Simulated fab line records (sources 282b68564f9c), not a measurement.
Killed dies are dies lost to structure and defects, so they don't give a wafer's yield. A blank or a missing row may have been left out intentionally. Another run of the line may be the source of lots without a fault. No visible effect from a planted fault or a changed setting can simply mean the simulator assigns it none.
Lot-split experiment | flow ritCmos | 5 lots, 23 wafers read, on a route of 202 steps

## THE SPLIT
At RIT_GATE_EXPOSE_13 (exposes mask M6, target cd 150 nm), the setting doseMj was moved away from the recipe's 380 on 8 of the 23 wafers read, by -2.5% to +2.8%. For the rest of the wafers, this setting stayed at what the recipe calls for.

## FROM THE SPLIT TO THE READING: what the file shows between them, 4 steps
- RIT_GATE_PEB_14
- RIT_GATE_DEVELOP_15: develop time 50 s
- RIT_GATE_CD_MEAS_16: target cd 150 nm
- RIT_GATE_STRIP_20: strips in O2, time 180 s (also split here: o2FlowSccm)

## THE READING
cdNm (nm) at RIT_GATE_CD_MEAS_90, where the cd target is 150 nm. Fault-free wafers of this fab line usually give 151.3 nm, standard deviation 1.6 nm.

wafer  | tool, chamber at the split | doseMj as run | against the recipe | cdNm, nm | against lot-mates on the recipe
L074.1 | ilineStepper-01, 0         | 370.5         | -2.5%              | 165.9    | +14.8
L074.2 | ilineStepper-01, 0         | 370.5         | -2.5%              | 163.6    | +12.4
L074.4 | ilineStepper-01, 0         | 380           | recipe             | 152.5    | -
L074.5 | ilineStepper-01, 0         | 370.5         | -2.5%              | 165.6    | +14.4
L074.6 | ilineStepper-01, 0         | 380           | recipe             | 149.8    | -
L075.1 | ilineStepper-01, 0         | 380           | recipe             | 151.0    | -
L075.2 | ilineStepper-01, 0         | 389.7         | +2.6%              | 139.5    | -12.5
L075.4 | ilineStepper-01, 0         | 389.7         | +2.6%              | 139.2    | -12.8
L075.5 | ilineStepper-01, 0         | 380           | recipe             | 153.0    | -
L075.6 | ilineStepper-01, 0         | 389.7         | +2.6%              | 139.8    | -12.2
L081.1 | ilineStepper-01, 0         | 380           | recipe             | 150.4    | -
L081.2 | ilineStepper-01, 0         | 380           | recipe             | 148.5    | -
L081.3 | ilineStepper-01, 0         | 380           | recipe             | 148.8    | -
L081.5 | ilineStepper-01, 0         | 380           | recipe             | 151.0    | -
L081.6 | ilineStepper-01, 0         | 380           | recipe             | 149.5    | -
L082.1 | ilineStepper-02, 0         | 380           | recipe             | 152.1    | -
L082.2 | ilineStepper-02, 0         | 390.7         | +2.8%              | 137.9    | -14.4
L082.3 | ilineStepper-02, 0         | 380           | recipe             | 152.4    | -
L082.4 | ilineStepper-02, 0         | 390.7         | +2.8%              | 137.9    | -14.4
L082.5 | ilineStepper-02, 0         | 380           | recipe             | 152.4    | -
L085.1 | ilineStepper-01, 0         | 380           | recipe             | 153.5    | -
L085.2 | ilineStepper-01, 0         | 380           | recipe             | 152.5    | -
L085.4 | ilineStepper-01, 0         | 380           | recipe             | 153.5    | -

THE FIT
A straight line over all 23 wafers: cdNm changes by -5.01 nm for each +1% of doseMj; r = -0.98; the points scatter about the line by 1.5 nm.
The same after taking each lot's own level away (the mean of its wafers on the recipe; 23 wafers): -5.21 nm for each +1%; r = -0.99; scatter 0.9 nm.
Per that fit: largest doseMj move, reading shift of 15 nm.
From 149.64 to 153.17 nm: that is the span of the lots' own levels, equal to 2.2 times the standard deviation above.
Hence the lot-to-lot level has little effect on the slope; both slopes agree.
Check: for one of the wafers moved furthest among these (+2.8%), held out of the fit, the line's prediction against its lot-mates is -14.4 nm. Against them it came out at -14.4 nm.

## OTHER SPLITS ON THESE WAFERS
Note: prior to the reading, these wafers also went through further splits. Each is held against what the fit with the lots' levels taken away leaves over:
other split on the same wafers | wafers away from the commonest value | r with cdNm (lot level and that fit taken away)
RIT_ACTIVE_ETCH_13 rfW         | 9                                    | -0.13
RIT_FOX2_OXIDATION_00 oxTimeS  | 18                                   | +0.14
RIT_PRETRO_IMPLANT_08 doseCm2  | 7                                    | +0.35
RIT_GATE_OXIDATION_05 oxTimeS  | 18                                   | +0.23
RIT_GATE_STRIP_20 o2FlowSccm   | 8                                    | +0.00

## THE WHOLE CHAIN: every reading that the file lists as answering this split, in the file's order
step                | what it does      | reading                                                    | change (the file's fit)              | r (the file's)
RIT_GATE_DEVELOP_15 | develop time 50 s | GATE.cdNm (the simulator's own value, which no gauge read) | -5.2 nm for each +1% of the setting  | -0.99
RIT_GATE_CD_MEAS_16 | target cd 150 nm  | cdNm                                                       | -5.19 nm for each +1% of the setting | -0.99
RIT_GATE_CD_MEAS_90 | target cd 150 nm  | cdNm                                                       | -5.18 nm for each +1% of the setting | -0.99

## THE FILE'S OWN FIT
cdNm changes by -5.18 nm for each +1% of doseMj, r = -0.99.
